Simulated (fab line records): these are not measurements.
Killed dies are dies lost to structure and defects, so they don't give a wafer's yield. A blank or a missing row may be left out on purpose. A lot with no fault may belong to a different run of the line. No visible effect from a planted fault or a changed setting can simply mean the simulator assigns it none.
Commonality check across tools / flow berkeley_cmos170 / Sampled: 15 lots, 45 wafers

## REASON FOR OPENING
Of 15 lots, 3 have the reading NSD_OVL flagged at UCB170_NSD_OVL_MEAS_07. No-fault wafers: -2 nm, standard deviation 6.4.
Rule: a lot is flagged when every wafer of it that has a number lies more than 4 standard deviations from that mean, or none has a number. The rest of the lots are taken to be sound.

lot=L350; measured=day 6 15:45; on=overlay-01; NSD_OVL (nm), wafer by wafer=0 -5 4; flag=
lot=L351; measured=day 6 20:37; on=overlay-01; NSD_OVL (nm), wafer by wafer=-9 -5 -2; flag=
lot=L353; measured=day 6 20:59; on=overlay-01; NSD_OVL (nm), wafer by wafer=-3 -4 4; flag=
lot=L356; measured=day 7 19:33; on=overlay-01; NSD_OVL (nm), wafer by wafer=-5 -2 1; flag=
lot=L354; measured=day 7 19:40; on=overlay-01; NSD_OVL (nm), wafer by wafer=-1 -2 9; flag=
lot=L358; measured=day 8 09:14; on=overlay-02; NSD_OVL (nm), wafer by wafer=4 -2 -1; flag=
lot=L360; measured=day 9 01:04; on=overlay-01; NSD_OVL (nm), wafer by wafer=3 0 3; flag=
lot=L361; measured=day 9 01:32; on=overlay-02; NSD_OVL (nm), wafer by wafer=-2 -21 -5; flag=
lot=L363; measured=day 9 07:53; on=overlay-01; NSD_OVL (nm), wafer by wafer=-170 -171 -169; flag=FLAGGED
lot=L365; measured=day 9 23:15; on=overlay-02; NSD_OVL (nm), wafer by wafer=-159 -169 -163; flag=FLAGGED
lot=L368; measured=day 10 05:10; on=overlay-02; NSD_OVL (nm), wafer by wafer=-1 6 -9; flag=
lot=L367; measured=day 10 05:32; on=overlay-01; NSD_OVL (nm), wafer by wafer=-162 -167 -158; flag=FLAGGED
lot=L369; measured=day 10 17:44; on=overlay-01; NSD_OVL (nm), wafer by wafer=5 -14 -7; flag=
lot=L370; measured=day 10 18:02; on=overlay-01; NSD_OVL (nm), wafer by wafer=0 1 -4; flag=
lot=L372; measured=day 11 03:26; on=overlay-01; NSD_OVL (nm), wafer by wafer=2 14 4; flag=
The numbers of the flagged lots are -165 nm on average: -163 nm against the usual, or -26 standard deviations.

## TOOL THAT RAN EACH LOT
Before the reading, the record contains 3 process steps out of a 331-step route. Cell contents, in order: the tool; ch with the chambers the sampled wafers went through; the start.
lot=L350; flag=; UCB170_GATE_STRIP_16=plasma_asher-03 ch 0,1, day 6 01:21; UCB170_SPACER_CVD_00=pecvd-01 ch 0,1,2, day 6 06:57; UCB170_NSD_EXPOSE_03=krf_scanner-02 ch 0, day 6 15:14
lot=L351; flag=; UCB170_GATE_STRIP_16=plasma_asher-01 ch 1, day 6 05:16; UCB170_SPACER_CVD_00=pecvd-03 ch 1,2, day 6 12:19; UCB170_NSD_EXPOSE_03=krf_scanner-02 ch 0, day 6 20:07
lot=L353; flag=; UCB170_GATE_STRIP_16=plasma_asher-04 ch 0,1, day 6 05:32; UCB170_SPACER_CVD_00=pecvd-01 ch 0,2, day 6 12:47; UCB170_NSD_EXPOSE_03=krf_scanner-01 ch 0, day 6 20:30
lot=L356; flag=; UCB170_GATE_STRIP_16=plasma_asher-04 ch 0,1, day 7 05:52; UCB170_SPACER_CVD_00=pecvd-02 ch 0,1,2, day 7 09:33; UCB170_NSD_EXPOSE_03=krf_scanner-01 ch 0, day 7 18:19
lot=L354; flag=; UCB170_GATE_STRIP_16=plasma_asher-01 ch 0,1, day 7 06:07; UCB170_SPACER_CVD_00=pecvd-01 ch 0,2, day 7 09:59; UCB170_NSD_EXPOSE_03=krf_scanner-01 ch 0, day 7 18:33
lot=L358; flag=; UCB170_GATE_STRIP_16=plasma_asher-03 ch 0,1, day 7 21:15; UCB170_SPACER_CVD_00=pecvd-02 ch 0,1,2, day 8 01:20; UCB170_NSD_EXPOSE_03=krf_scanner-01 ch 0, day 8 08:43
lot=L360; flag=; UCB170_GATE_STRIP_16=plasma_asher-04 ch 0,1, day 8 10:53; UCB170_SPACER_CVD_00=pecvd-01 ch 1,2, day 8 16:10; UCB170_NSD_EXPOSE_03=krf_scanner-02 ch 0, day 9 00:34
lot=L361; flag=; UCB170_GATE_STRIP_16=plasma_asher-01 ch 0,1, day 8 11:17; UCB170_SPACER_CVD_00=pecvd-02 ch 0,1, day 8 16:31; UCB170_NSD_EXPOSE_03=krf_scanner-02 ch 0, day 9 01:02
lot=L363; flag=FLAGGED; UCB170_GATE_STRIP_16=plasma_asher-04 ch 0, day 8 20:23; UCB170_SPACER_CVD_00=pecvd-01 ch 0,1,2, day 9 01:01; UCB170_NSD_EXPOSE_03=krf_scanner-02 ch 0, day 9 07:04
lot=L365; flag=FLAGGED; UCB170_GATE_STRIP_16=plasma_asher-01 ch 0,1, day 9 08:06; UCB170_SPACER_CVD_00=pecvd-02 ch 0,2, day 9 15:48; UCB170_NSD_EXPOSE_03=krf_scanner-02 ch 0, day 9 22:44
lot=L368; flag=; UCB170_GATE_STRIP_16=plasma_asher-01 ch 1, day 9 15:46; UCB170_SPACER_CVD_00=pecvd-03 ch 0,2, day 9 20:22; UCB170_NSD_EXPOSE_03=krf_scanner-01 ch 0, day 10 04:34
lot=L367; flag=FLAGGED; UCB170_GATE_STRIP_16=plasma_asher-01 ch 0,1, day 9 15:29; UCB170_SPACER_CVD_00=pecvd-01 ch 0,2, day 9 20:06; UCB170_NSD_EXPOSE_03=krf_scanner-02 ch 0, day 10 04:53
lot=L369; flag=; UCB170_GATE_STRIP_16=plasma_asher-01 ch 0, day 10 05:05; UCB170_SPACER_CVD_00=pecvd-01 ch 0,2, day 10 09:59; UCB170_NSD_EXPOSE_03=krf_scanner-01 ch 0, day 10 17:12
lot=L370; flag=; UCB170_GATE_STRIP_16=plasma_asher-04 ch 0,1, day 10 05:13; UCB170_SPACER_CVD_00=pecvd-03 ch 1,2, day 10 10:14; UCB170_NSD_EXPOSE_03=krf_scanner-01 ch 0, day 10 17:28
lot=L372; flag=; UCB170_GATE_STRIP_16=plasma_asher-03 ch 0,1, day 10 15:28; UCB170_SPACER_CVD_00=pecvd-03 ch 0,2, day 10 20:22; UCB170_NSD_EXPOSE_03=krf_scanner-01 ch 0, day 11 02:37
What the steps here do:
- UCB170_GATE_STRIP_16: strips in O2.
- UCB170_SPACER_CVD_00: deposits SiO2 from TEOS/O2, target thk 376 nm, time 47 s.
- UCB170_NSD_EXPOSE_03: exposes mask NSELECT MOD, target cd 1200 nm.
- UCB170_NSD_OVL_MEAS_07

## FLAGGED AGAINST TOTAL, ONE TOOL AT A TIME (gauges that did the reading follow at the end)
step=UCB170_GATE_STRIP_16; tool=plasma_asher-01; lots run=7; flagged=2; share of the flagged lots=some; sound lots run after its first flagged lot=2 (L368,L369)
step=UCB170_GATE_STRIP_16; tool=plasma_asher-03; lots run=3; flagged=0; share of the flagged lots=none; sound lots run after its first flagged lot=-
step=UCB170_GATE_STRIP_16; tool=plasma_asher-04; lots run=5; flagged=1; share of the flagged lots=some; sound lots run after its first flagged lot=1 (L370)
step=UCB170_SPACER_CVD_00; tool=pecvd-01; lots run=7; flagged=2; share of the flagged lots=some; sound lots run after its first flagged lot=1 (L369)
step=UCB170_SPACER_CVD_00; tool=pecvd-02; lots run=4; flagged=1; share of the flagged lots=some; sound lots run after its first flagged lot=0
step=UCB170_SPACER_CVD_00; tool=pecvd-03; lots run=4; flagged=0; share of the flagged lots=none; sound lots run after its first flagged lot=-
step=UCB170_NSD_EXPOSE_03; tool=krf_scanner-01; lots run=8; flagged=0; share of the flagged lots=none; sound lots run after its first flagged lot=-
step=UCB170_NSD_EXPOSE_03; tool=krf_scanner-02; lots run=7; flagged=3; share of the flagged lots=all; sound lots run after its first flagged lot=0
step=UCB170_NSD_OVL_MEAS_07; tool=overlay-01; lots run=11; flagged=2; share of the flagged lots=some; sound lots run after its first flagged lot=3 (L369,L370,L372)
step=UCB170_NSD_OVL_MEAS_07; tool=overlay-02; lots run=4; flagged=1; share of the flagged lots=some; sound lots run after its first flagged lot=1 (L368)

## WHAT THE TABLE PERMITS
Rows of the table that ran each flagged lot: 1, that is krf_scanner-02 at UCB170_NSD_EXPOSE_03.
- krf_scanner-02 at UCB170_NSD_EXPOSE_03: 3 of its 7 lots flagged. Last sound lot L361 at day 9 01:02, first flagged lot L363 at day 9 07:04; a fault beginning in between fits.
What remains is a single tool, krf_scanner-02 at UCB170_NSD_EXPOSE_03.

## WHAT THE SIMULATOR HAD INSERTED
Scanner matching overlay: krf_scanner-02, from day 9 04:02 on, at UCB170_NSD_EXPOSE_03. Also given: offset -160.
Lots struck among those shown: L363, L365, L367. This agrees with what the rule above found.
